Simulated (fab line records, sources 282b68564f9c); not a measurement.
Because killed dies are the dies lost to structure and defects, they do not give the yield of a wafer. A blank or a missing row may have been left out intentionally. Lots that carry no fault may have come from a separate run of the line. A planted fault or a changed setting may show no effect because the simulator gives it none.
Split-lot trial -- flow ritCmos -- on a route of 202 steps: 5 lots, 23 wafers read

ON THE SPLIT
At RIT_M1_DEVELOP_08 (develop time 68 s), the setting developTimeS was moved away from the recipe's 68 s on 9 of the 23 wafers read, by -5.2% to +12.4%. The other wafers ran this setting at the recipe's value.

Split to reading: the file shows no intervening step.

THE READING
cdNm, in nm, at RIT_M1_CD_MEAS_09 (target cd 2600 nm). A value of 2599.9 nm with a standard deviation of 2.8 nm is what fault-free wafers of this fab line usually give.

wafer,"tool, chamber at the split","developTimeS as run, s",against the recipe,"cdNm, nm",against lot-mates on the recipe
L075.1,"lithoTrack-04, 0",76.14,+12.0%,2587.5,-8.4
L075.2,"lithoTrack-04, 0",68,recipe,2597.7,-
L075.4,"lithoTrack-04, 0",76.14,+12.0%,2588.3,-7.6
L075.5,"lithoTrack-04, 0",68,recipe,2594.2,-
L075.6,"lithoTrack-04, 0",76.14,+12.0%,2586.1,-9.8
L078.1,"lithoTrack-03, 0",68,recipe,2598.5,-
L078.2,"lithoTrack-03, 0",64.46,-5.2%,2603.5,+4.3
L078.3,"lithoTrack-03, 0",68,recipe,2599.8,-
L078.5,"lithoTrack-03, 0",64.46,-5.2%,2603.7,+4.5
L078.6,"lithoTrack-03, 0",64.46,-5.2%,2603.0,+3.8
L080.1,"lithoTrack-04, 0",68,recipe,2599.2,-
L080.2,"lithoTrack-04, 0",76.41,+12.4%,2588.3,-11.1
L080.3,"lithoTrack-04, 0",76.41,+12.4%,2589.0,-10.4
L080.4,"lithoTrack-04, 0",68,recipe,2599.6,-
L080.5,"lithoTrack-04, 0",76.41,+12.4%,2589.2,-10.2
L081.1,"lithoTrack-04, 0",68,recipe,2606.2,-
L081.2,"lithoTrack-04, 0",68,recipe,2604.3,-
L081.3,"lithoTrack-04, 0",68,recipe,2605.5,-
L081.5,"lithoTrack-04, 0",68,recipe,2606.1,-
L081.6,"lithoTrack-04, 0",68,recipe,2604.4,-
L082.1,"lithoTrack-04, 0",68,recipe,2597.4,-
L082.3,"lithoTrack-04, 0",68,recipe,2595.7,-
L082.6,"lithoTrack-04, 0",68,recipe,2597.9,-

THE FIT
A straight line over all 23 wafers: cdNm changes by -0.951 nm for each +1% of developTimeS; r = -0.87; the points scatter about the line by 3.3 nm.
The same after taking each lot's own level away (the mean of its wafers on the recipe; 23 wafers): -0.795 nm for each +1%; r = -0.98; scatter 0.98 nm.
Per that fit: largest developTimeS move, reading shift of 9.8 nm.
The span of the lots' own levels, 2595.95 to 2605.30 nm, comes to 3.3 times the standard deviation stated above.
Hence the slope depends on the lot-to-lot level, as the two fits are not the same.
Check: with one of the wafers moved furthest among these (+12.4%) left out of the fit, the line predicts -9.55 nm for it against its lot-mates. It came out at -11.1 nm against them.

THE OTHER SPLITS THESE WAFERS WENT THROUGH
Note: prior to the reading, these wafers also went through further splits. Each is held against what the fit with the lots' levels taken away leaves over:
other split on the same wafers,wafers away from the commonest value,r with cdNm (lot level and that fit taken away)
RIT_NSD_COAT_01 resistThkNm,5,-0.01
RIT_NSD_IMPLANT_08 doseCm2,9,+0.12
RIT_PSD_COAT_01 resistThkNm,9,-0.16
RIT_PSD_IMPLANT_08 energyKev,10,-0.26
RIT_SILICIDE_SPUTTER_01 timeS,10,+0.07
RIT_CONTACT_CVD_00 timeS,8,+0.31

FILE'S OWN FIT
cdNm changes by -0.791 nm for each +1% of developTimeS, r = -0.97.
